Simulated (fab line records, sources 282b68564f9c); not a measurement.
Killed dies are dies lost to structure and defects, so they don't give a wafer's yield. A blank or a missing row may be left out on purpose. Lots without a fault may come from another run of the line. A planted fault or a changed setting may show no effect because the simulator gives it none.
A struck lot beside a sound one | flow rit_cmos | 20 steps out of a route of 202
Sound: wafers L205.1, L205.3, L205.4. Struck: wafers L208.1, L208.5, L208.6. The cause comes at the end.
At each step with rows: each side's tool, then ch and its chambers, then its first start. Under that, the readings that differ: sound wafers | struck wafers | difference of the means | sigmas: that difference in standard deviations of wafers without a fault.
alike: readings whose means differ by less than 2 such deviations, and words and numbers that are the same on both sides. not compared: withheld readings, readings that some wafer has no value for, bounds like >300 that may hide the same value, and numbers for which the record gives no deviation and whose values overlap.
The two part at a step that has a row with sigmas, a row that says differs or no value, or rows on one side only. Numbers that don't overlap but have no deviation are shown without sigmas and don't part them. A reading that every wafer of one side lacks parts them only if that side has two wafers or more.

first, 2 steps without rows for these wafers: RIT_NWELL_HARDBAKE_07 (time 120 s); RIT_NWELL_IMPLANT_08.
RIT_NWELL_STRIP_09: strips in O2, time 180 s.
  sound on plasma_asher-01 ch 0,1, day 3 00:52; struck on plasma_asher-01 ch 0,1, day 3 18:58
  alike: drypump_motor_current_A
  not compared: rf_hours_counter_h
RIT_NWELL_TW_MEAS_10:
  sound on film_metro-02, day 3 01:02; struck on film_metro-01, day 3 19:08
  reading  | sound          | struck         | difference | sigmas
  NWELL_TW | 2162 2162 2149 | 2098 2101 2074 | -67        | -3
then, 6 steps without rows for these wafers: RIT_PWELL_HMDS_00 (prime time 60 s); RIT_PWELL_COAT_01 (resist thk 1300 nm); RIT_PWELL_SOFTBAKE_02 (time 60 s); RIT_PWELL_EXPOSE_03 (exposes mask M3, target cd 43700 nm); RIT_PWELL_PEB_04; RIT_PWELL_DEVELOP_05 (develop time 68 s).
RIT_PWELL_OVL_MEAS_06:
  sound on overlay-02, day 3 01:59; struck on overlay-01, day 3 20:12
  alike: PWELL_OVL
then, 1 step without rows for these wafers: RIT_PWELL_HARDBAKE_07 (time 120 s).
RIT_PWELL_IMPLANT_08:
  sound on implanter-04 ch 0, day 3 02:16; struck on implanter-04 ch 0, day 3 20:29
  reading            | sound                         | struck                        | difference | sigmas
  dose_ions_cm2      | 7.009e+13 7.002e+13 7.002e+13 | 9.931e+13 9.941e+13 9.932e+13 | +2.930e+13 | +99 or more
  faraday_current_uA | 228 220 226                   | 307 308 309                   | +83        | +19
RIT_PWELL_STRIP_09: strips in O2, time 180 s.
  sound on plasma_asher-03 ch 0,1, day 3 02:25; struck on plasma_asher-04 ch 0,1, day 3 20:38
  alike: drypump_motor_current_A
  not compared: rf_hours_counter_h
RIT_PWELL_TW_MEAS_10:
  sound on film_metro-04, day 3 02:35; struck on film_metro-02, day 3 20:49
  reading  | sound       | struck         | difference | sigmas
  PWELL_TW | 953 952 956 | 1073 1072 1070 | +118       | +10
then, 1 step without rows for these wafers: RIT_WELLDRIVE_ANNEAL_00 (time 14700 s).
RIT_WELLDRIVE_RS_MEAS_01: measures by four-point-probe.
  sound on film_metro-04, day 3 08:59; struck on film_metro-02, day 4 01:59
  alike: NWELL_RS
RIT_WELLDRIVE_RS_MEAS_02: measures by four-point-probe.
  sound on film_metro-04, day 3 09:06; struck on film_metro-02, day 4 02:07
  reading           | sound             | struck            | difference | sigmas
  PWELL_RS (ohm/sq) | 428.3 429.1 428.6 | 344.3 344.1 343.8 | -84.6      | -71
then, 1 step without rows for these wafers: RIT_NRETRO_HMDS_00 (prime time 60 s).
RIT_M1_PROBE_99:
  sound on prober-02, day 4 17:02; struck on prober-02, day 5 12:35
  reading                             | sound             | struck            | difference | sigmas
  model.etest.nmos_0p3.r_on_ohm_um    | 2220 2185 2246    | 2439 2461 2434    | +228       |
  model.etest.nmos_0p15.r_on_ohm_um   | 1175 1096 1176    | 1269 1283 1258    | +121       |
  model.etest.pwell_pinched.rs_ohm_sq | 464.5 448 455.9   | 359.4 367.6 361.6 | -93.3      |
  model.etest.pwell.rs_ohm_sq         | 412.6 414.9 410.8 | 327.5 333.2 329.6 | -82.7      |
  model.etest.nmos_turned.drive_ua_um | 302 299.4 300.6   | 222.9 231.8 244.3 | -67.7      |
  model.etest.nmos_0p15.drive_ua_um   | 455.8 463.1 456.5 | 396.1 382.7 403.2 | -64.5      |
  model.etest.nmos_narrow.drive_ua_um | 219.9 215.4 216.5 | 184.8 182.7 192.1 | -30.7      |
  model.etest.nmos_0p3.drive_ua_um    | 217.5 215.1 217.3 | 184.2 180.3 186.8 | -32.9      |
  alike: killed_at_contacts, killed_at_front_end, killed_dies, killed_open, killed_short

WHERE THEY PART
First at RIT_NWELL_TW_MEAS_10; last, within this record, at RIT_WELLDRIVE_RS_MEAS_02. Later steps at which nothing parts them and some readings are alike: RIT_M1_PROBE_99.

WHY: what the simulator had put in
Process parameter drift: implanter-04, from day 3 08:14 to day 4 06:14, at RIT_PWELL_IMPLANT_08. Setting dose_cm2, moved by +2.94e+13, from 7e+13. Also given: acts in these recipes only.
